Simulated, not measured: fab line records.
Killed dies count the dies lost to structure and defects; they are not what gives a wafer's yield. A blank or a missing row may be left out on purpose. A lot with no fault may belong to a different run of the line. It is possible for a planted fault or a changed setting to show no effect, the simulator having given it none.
Problem report in the 8D (eight disciplines) form, filled by code || flow berkeleyCmos170 || the parts of the form that need people (team, actions taken, sign-off) are left out

== 1. WHAT WENT WRONG ==
Wafers free of any fault read 1013 (standard deviation 6.5) for PLDD_TW at UCB170_PLDD_TW_MEAS_11, against a mean of 958 on 6 wafers of 2 lots. That puts it -8.5 standard deviations away from the usual mean.
First seen on wafer L385.2, day 11 22:33, on filmMetro-03. The record has a number at this step for 42 wafers belonging to 14 lots. Rule for "out", or "out of limits": more than 4 standard deviations from the usual mean. All remaining wafers that have a number are taken as sound.

== 2. WHAT THIS IS AND IS NOT ==
{"question": "which readings at this step", "is": "PLDD_TW", "is not": "-"}
{"question": "which lots", "is": "L385, L386", "is not": "L365, L366, L367, L368, L369, L370, L371, L372, L373, L374, L375, L387"}
{"question": "which wafers of those lots", "is": "all that have a number", "is not": "-"}
{"question": "read on which gauges", "is": "filmMetro-01, filmMetro-03", "is not": "filmMetro-04"}
{"question": "when", "is": "from day 11 22:33", "is not": "up to then (33 sound wafers); but 3 sound wafers of L387 came after"}

== 3. THE SUSPECTS, EACH WITH WHAT RULES IT OUT ==
Counting: a tool stays on the suspect list if, at a process step up to the reading, it processed all lots that are out and no sound lot following the first of them.
- the gauge at UCB170_PLDD_TW_MEAS_11 is ruled out. Those wafers that are out were read across 2 gauges (filmMetro-01, filmMetro-03).
- implanter-03 at UCB170_PLDD_IMPLANT_08: kept. It processed each lot that is out, first L385 at day 11 22:10, and no sound lot thereafter; up to then, the last sound lot it processed was L375 at day 9 12:48. Its own tiltDeg readings are out on those wafers.
After counting, what remains is implanter-03 at UCB170_PLDD_IMPLANT_08.

== 4. THE CAUSE (what the simulator had put in) ==
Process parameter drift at UCB170_PLDD_IMPLANT_08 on implanter-03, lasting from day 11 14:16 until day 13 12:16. Setting tiltDeg, moved by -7, from 7. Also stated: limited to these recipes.
The count eliminated every tool but this one.

== 5. THE CHAIN OF EFFECTS, in route order ==
Rows list readings where the struck wafers' mean (over those with a number) sits beyond 3 standard deviations from the usual. Only readings for which the record gives a usual standard deviation are gone through. hours: the time from each lot's start at the first step in this table that gives one to its start at this step, as a median over the lots. sigmas: the change in usual standard deviations.
{"hours": 0, "step": "UCB170_PLDD_IMPLANT_08", "reading": "tiltDeg", "usual": "7.006 degrees", "on struck wafers": -0.000, "change": -7.006, "sigmas": "-99 or more"}
{"hours": 0, "step": "UCB170_PLDD_TW_MEAS_11", "reading": "PLDD_TW", "usual": 1013, "on struck wafers": 958, "change": -55, "sigmas": -8.5}
Process steps it contains:
- UCB170_PLDD_IMPLANT_08
Later measuring or inspecting steps at which every struck wafer that the step has a row for has a number for every such reading, and none has moved that far: UCB170_NLDD_OVL_MEAS_07.

== 6. HOW IT WOULD HAVE BEEN CAUGHT EARLIER ==
Counted from the fault's start at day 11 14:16, it took 8 hours until the first out-of-limits reading at a measuring or inspecting step in this record, taken at day 11 22:33.
At UCB170_PLDD_IMPLANT_08, the tool's own readings (tiltDeg) were out on each struck wafer the step has a row for, so an alarm limit on them would have fired on the first such wafer.
Of the lots that are out (2), L386 began UCB170_PLDD_IMPLANT_08 on implanter-03 after day 11 22:33. Had the tool been put on hold then, it would have been spared.
